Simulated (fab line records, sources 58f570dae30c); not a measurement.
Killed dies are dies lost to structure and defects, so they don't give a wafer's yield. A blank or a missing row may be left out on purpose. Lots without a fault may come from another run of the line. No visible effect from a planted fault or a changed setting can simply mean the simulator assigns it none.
Split-lot trial -- flow berkeley-cmos170 -- 23 wafers read from 5 lots, route of 331 steps

## SPLIT DETAILS
At UCB170_M3_COAT_05 (resist thk 900 nm), the setting resist-thk-nm was moved away from the recipe's 900 nm on 9 of the 23 wafers read, by +1.8% to +5.7%. The other wafers ran this setting at the recipe's value.

The split's own step is where the reading is taken.

## THE READING
KrF_of_M3_COAT_05.thk-nm (the simulator's own value, which no gauge read), in nm, at UCB170_M3_COAT_05 (resist thk 900 nm). The file does not state a usual value for it. The 14 wafers here that ran the recipe average 902.4 nm, standard deviation 2.6 nm.

wafer,"tool, chamber at the split","resist-thk-nm as run, nm",against the recipe,"KrF_of_M3_COAT_05.thk-nm, nm",against lot-mates on the recipe
L074.1,"litho-track-01, 0",929.8,+3.3%,933.9,+28.8
L074.3,"litho-track-01, 0",929.8,+3.3%,934.1,+29.0
L074.4,"litho-track-01, 0",900,recipe,906,-
L074.5,"litho-track-01, 0",900,recipe,904.6,-
L074.6,"litho-track-01, 0",900,recipe,904.6,-
L077.1,"litho-track-01, 0",900,recipe,905.1,-
L077.2,"litho-track-01, 0",951.6,+5.7%,956.1,+52.1
L077.3,"litho-track-01, 0",900,recipe,903,-
L077.4,"litho-track-01, 0",951.6,+5.7%,957.3,+53.2
L077.6,"litho-track-01, 0",951.6,+5.7%,954.4,+50.4
L080.1,"litho-track-01, 0",900,recipe,898.6,-
L080.3,"litho-track-01, 0",900,recipe,897.6,-
L080.4,"litho-track-01, 0",900,recipe,899.4,-
L080.5,"litho-track-01, 0",916.2,+1.8%,917.2,+18.7
L080.6,"litho-track-01, 0",916.2,+1.8%,916.8,+18.3
L085.2,"litho-track-04, 0",900,recipe,904.7,-
L085.3,"litho-track-04, 0",900,recipe,904.6,-
L085.5,"litho-track-04, 0",900,recipe,903.1,-
L083.1,"litho-track-02, 0",900,recipe,899.5,-
L083.3,"litho-track-02, 0",939.8,+4.4%,941.4,+40.7
L083.4,"litho-track-02, 0",939.8,+4.4%,941.4,+40.7
L083.5,"litho-track-02, 0",900,recipe,901,-
L083.6,"litho-track-02, 0",900,recipe,901.7,-

FIT RESULTS
A straight line over all 23 wafers: KrF_of_M3_COAT_05.thk-nm changes by +9.23 nm for each +1% of resist-thk-nm; r = +0.99; the points scatter about the line by 2.4 nm.
The same after taking each lot's own level away (the mean of its wafers on the recipe; 23 wafers): +9.06 nm for each +1%; r = +1.00; scatter 1.1 nm.
The reading moves by 52 nm for the largest change in resist-thk-nm, on that fit.
The lots' own levels span 898.53 to 905.07 nm, that is 2.5 times the standard deviation above.
The two slopes agree, so the slope changes little with the lot-to-lot level.
Check: with one of the wafers moved furthest among these (+5.7%) left out of the fit, the line predicts +52.1 nm for it against its lot-mates. Against them it came out at +52.1 nm.

## OTHER SPLITS ON THESE WAFERS
These wafers also went through other splits before the reading. Each is held against what the fit with the lots' levels taken away leaves over:
other split on the same wafers,wafers away from the commonest value,r with KrF_of_M3_COAT_05.thk-nm (lot level and that fit taken away)
UCB170_M2_COAT_05 spin-rpm,7,+0.32

## THE WHOLE CHAIN: every reading that the file lists as answering this split, in the file's order
step,what it does,reading,change (the file's fit),r (the file's)
UCB170_M3_COAT_05,resist thk 900 nm,"KrF_of_M3_COAT_05.thk-nm (the simulator's own value, which no gauge read)",+9.1 nm for each +1% of the setting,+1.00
UCB170_M3_STRIP_07,strips in O2,strip-time-to-endpoint-s,withheld for each +1% of the setting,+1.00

## FILE'S OWN FIT
KrF_of_M3_COAT_05.thk-nm changes by +9.1 nm for each +1% of resist-thk-nm, r = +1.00.
